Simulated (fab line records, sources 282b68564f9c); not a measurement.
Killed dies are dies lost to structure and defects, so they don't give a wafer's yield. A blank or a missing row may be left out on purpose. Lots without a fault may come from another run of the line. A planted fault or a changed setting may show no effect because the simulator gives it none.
Chamber matching | flow rit_cmos | RIT_GATE_ETCH_19 on rie_si-02: 4 sister chambers
The step etches poly-Si in SF6/CHF3/O2, stops on SiO2, time 165 s, target depth 312.5 nm. 8 wafers are shown with their chamber, then 7 later ones without.

WAFERS WITH THEIR CHAMBER
wafer  | chamber | drypump_motor_current_A (A) | throttle_valve_pct (%)
L438.2 | 1       | 6.04                        | 10.30
L440.4 | 1       | 6.07                        | 10.29
L440.5 | 3       | 5.57                        | 10.17
L442.1 | 0       | 5.53                        | 10.31
L442.3 | 2       | 6.33                        | 10.15
L442.6 | 2       | 6.33                        | 10.16
L444.1 | 3       | 5.57                        | 10.16
L444.3 | 0       | 5.49                        | 10.32

WAFERS WITHOUT THEIR CHAMBER
wafer  | drypump_motor_current_A (A) | throttle_valve_pct (%)
L444.4 | 6.09                        | 10.28
L447.1 | 5.50                        | 10.31
L447.4 | 5.57                        | 10.16
L447.6 | 6.36                        | 10.17
L448.1 | 5.56                        | 10.16
L448.2 | 6.37                        | 10.15
L448.5 | 5.54                        | 10.16

WHICH CHAMBER EACH WENT THROUGH
wafer  | from the rows above | in truth
L444.4 | 1                   | 1
L447.1 | 0                   | 0
L447.4 | 3                   | 3
L447.6 | 2                   | 2
L448.1 | 3                   | 3
L448.2 | 2                   | 2
L448.5 | 3                   | 3
Placed correctly: 7 of 7. Can't be placed from these rows: 0. Placed wrongly: 0.
How it was worked out, from the rows above alone: a wafer's distance from a chamber is the root of the sum, over the readings, of the square of ((its reading less the chamber's mean) divided by the reading's scatter). The wafer belongs to the nearest chamber; if the next one is less than 2 further off, it can't be placed. A chamber's mean is the mean of its shown wafers. The scatter: the root of (the sum of the squares of (reading less its chamber's mean) over the shown wafers, divided by (wafers less chambers)).
